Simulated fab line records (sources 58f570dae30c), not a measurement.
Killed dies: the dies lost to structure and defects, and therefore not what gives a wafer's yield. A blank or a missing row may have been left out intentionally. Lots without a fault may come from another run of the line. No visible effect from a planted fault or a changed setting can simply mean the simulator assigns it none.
Split-lot study :: flow berkeley cmos170 :: 5 lots, 23 wafers read, on a route of 331 steps

## THE SPLIT ITSELF
At UCB170_M3_SPUTTER_01 (material Al, target thk 900 nm, time 120 s), the setting power w was moved away from the recipe's 6000 W on 5 of the 23 wafers read, by -5.9% to -5.2%. The other wafers ran this setting at the recipe's value.

## THE PATH FROM SPLIT TO READING: the file shows 1 step between them
- UCB170_M3_RS_MEAS_02: measures by four-point-probe

## THE READING
M3_AL_THK, in nm, at UCB170_M3_THK_MEAS_03 (measures by xrf). Fault-free wafers of this fab line usually give 927 nm, standard deviation 14 nm.

wafer: L074.1
tool, chamber at the split: pvd sputter-04, -
power w as run, W: 5690
against the recipe: -5.2%
M3_AL_THK, nm: 874
against lot-mates on the recipe: -48

wafer: L074.2
tool, chamber at the split: pvd sputter-04, -
power w as run, W: 5690
against the recipe: -5.2%
M3_AL_THK, nm: 879
against lot-mates on the recipe: -44

wafer: L074.3
tool, chamber at the split: pvd sputter-04, -
power w as run, W: 5690
against the recipe: -5.2%
M3_AL_THK, nm: 869
against lot-mates on the recipe: -54

wafer: L074.4
tool, chamber at the split: pvd sputter-04, -
power w as run, W: 6000
against the recipe: recipe
M3_AL_THK, nm: 925
against lot-mates on the recipe: -

wafer: L074.6
tool, chamber at the split: pvd sputter-04, -
power w as run, W: 6000
against the recipe: recipe
M3_AL_THK, nm: 920
against lot-mates on the recipe: -

wafer: L078.1
tool, chamber at the split: pvd sputter-01, -
power w as run, W: 5647
against the recipe: -5.9%
M3_AL_THK, nm: 886
against lot-mates on the recipe: -45

wafer: L078.2
tool, chamber at the split: pvd sputter-01, -
power w as run, W: 6000
against the recipe: recipe
M3_AL_THK, nm: 932
against lot-mates on the recipe: -

wafer: L078.3
tool, chamber at the split: pvd sputter-01, -
power w as run, W: 6000
against the recipe: recipe
M3_AL_THK, nm: 923
against lot-mates on the recipe: -

wafer: L078.4
tool, chamber at the split: pvd sputter-01, -
power w as run, W: 6000
against the recipe: recipe
M3_AL_THK, nm: 939
against lot-mates on the recipe: -

wafer: L078.5
tool, chamber at the split: pvd sputter-01, -
power w as run, W: 5647
against the recipe: -5.9%
M3_AL_THK, nm: 874
against lot-mates on the recipe: -57

wafer: L081.3
tool, chamber at the split: pvd sputter-01, -
power w as run, W: 6000
against the recipe: recipe
M3_AL_THK, nm: 914
against lot-mates on the recipe: -

wafer: L081.5
tool, chamber at the split: pvd sputter-01, -
power w as run, W: 6000
against the recipe: recipe
M3_AL_THK, nm: 920
against lot-mates on the recipe: -

wafer: L081.6
tool, chamber at the split: pvd sputter-01, -
power w as run, W: 6000
against the recipe: recipe
M3_AL_THK, nm: 936
against lot-mates on the recipe: -

wafer: L084.2
tool, chamber at the split: pvd sputter-02, -
power w as run, W: 6000
against the recipe: recipe
M3_AL_THK, nm: 943
against lot-mates on the recipe: -

wafer: L084.3
tool, chamber at the split: pvd sputter-02, -
power w as run, W: 6000
against the recipe: recipe
M3_AL_THK, nm: 942
against lot-mates on the recipe: -

wafer: L084.4
tool, chamber at the split: pvd sputter-02, -
power w as run, W: 6000
against the recipe: recipe
M3_AL_THK, nm: 957
against lot-mates on the recipe: -

wafer: L084.5
tool, chamber at the split: pvd sputter-02, -
power w as run, W: 6000
against the recipe: recipe
M3_AL_THK, nm: 934
against lot-mates on the recipe: -

wafer: L084.6
tool, chamber at the split: pvd sputter-02, -
power w as run, W: 6000
against the recipe: recipe
M3_AL_THK, nm: 951
against lot-mates on the recipe: -

wafer: L083.1
tool, chamber at the split: pvd sputter-02, -
power w as run, W: 6000
against the recipe: recipe
M3_AL_THK, nm: 928
against lot-mates on the recipe: -

wafer: L083.3
tool, chamber at the split: pvd sputter-02, -
power w as run, W: 6000
against the recipe: recipe
M3_AL_THK, nm: 939
against lot-mates on the recipe: -

wafer: L083.4
tool, chamber at the split: pvd sputter-02, -
power w as run, W: 6000
against the recipe: recipe
M3_AL_THK, nm: 938
against lot-mates on the recipe: -

wafer: L083.5
tool, chamber at the split: pvd sputter-02, -
power w as run, W: 6000
against the recipe: recipe
M3_AL_THK, nm: 943
against lot-mates on the recipe: -

wafer: L083.6
tool, chamber at the split: pvd sputter-02, -
power w as run, W: 6000
against the recipe: recipe
M3_AL_THK, nm: 943
against lot-mates on the recipe: -

THE FIT
A straight line over all 23 wafers: M3_AL_THK changes by +10.6 nm for each +1% of power w; r = +0.92; the points scatter about the line by 11 nm.
The same after taking each lot's own level away (the mean of its wafers on the recipe; 23 wafers): +9.07 nm for each +1%; r = +0.95; scatter 6.9 nm.
On that fit, the largest move of power w shifts the reading by 53 nm.
Measured against the standard deviation above, the lots' own levels, which go from 922.5 to 945.4 nm, span 1.6 times it.
So the slope is not independent of the lot-to-lot level: the two fits are not the same.
Check: with one of the wafers moved furthest among these (-5.9%) left out of the fit, the line predicts -55.9 nm for it against its lot-mates. Against them it came out at -45.3 nm.

## OTHER SPLITS ON THESE WAFERS
Before the reading, these wafers also passed through other splits. Each is held against what the fit with the lots' levels taken away leaves over:
other split on the same wafers: UCB170_V1_COAT_07 spin rpm
wafers away from the commonest value: 4
r with M3_AL_THK (lot level and that fit taken away): +0.01

other split on the same wafers: UCB170_M2_SPUTTER_01 time s
wafers away from the commonest value: 11
r with M3_AL_THK (lot level and that fit taken away): -0.25

other split on the same wafers: UCB170_M2_SOFTBAKE_06 time s
wafers away from the commonest value: 8
r with M3_AL_THK (lot level and that fit taken away): +0.28

other split on the same wafers: UCB170_V2_EXPOSE_09 dose mj
wafers away from the commonest value: 9
r with M3_AL_THK (lot level and that fit taken away): -0.07

## THE WHOLE CHAIN: every reading that the file lists as answering this split, in the file's order
step: UCB170_M3_SPUTTER_01
what it does: material Al, target thk 900 nm, time 120 s
reading: Al_of_M3_SPUTTER_01.thk nm (the simulator's own value, which no gauge read)
change (the file's fit): +9.03 nm for each +1% of the setting
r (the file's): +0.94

step: UCB170_M3_RS_MEAS_02
what it does: measures by four-point-probe
reading: M3_AL_RS
change (the file's fit): -0.000342 for each +1% of the setting
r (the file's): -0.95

step: UCB170_M3_THK_MEAS_03
what it does: measures by xrf
reading: M3_AL_THK
change (the file's fit): +8.98 for each +1% of the setting
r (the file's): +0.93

## FILE'S OWN FIT
M3_AL_THK changes by +8.98 nm for each +1% of power w, r = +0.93.
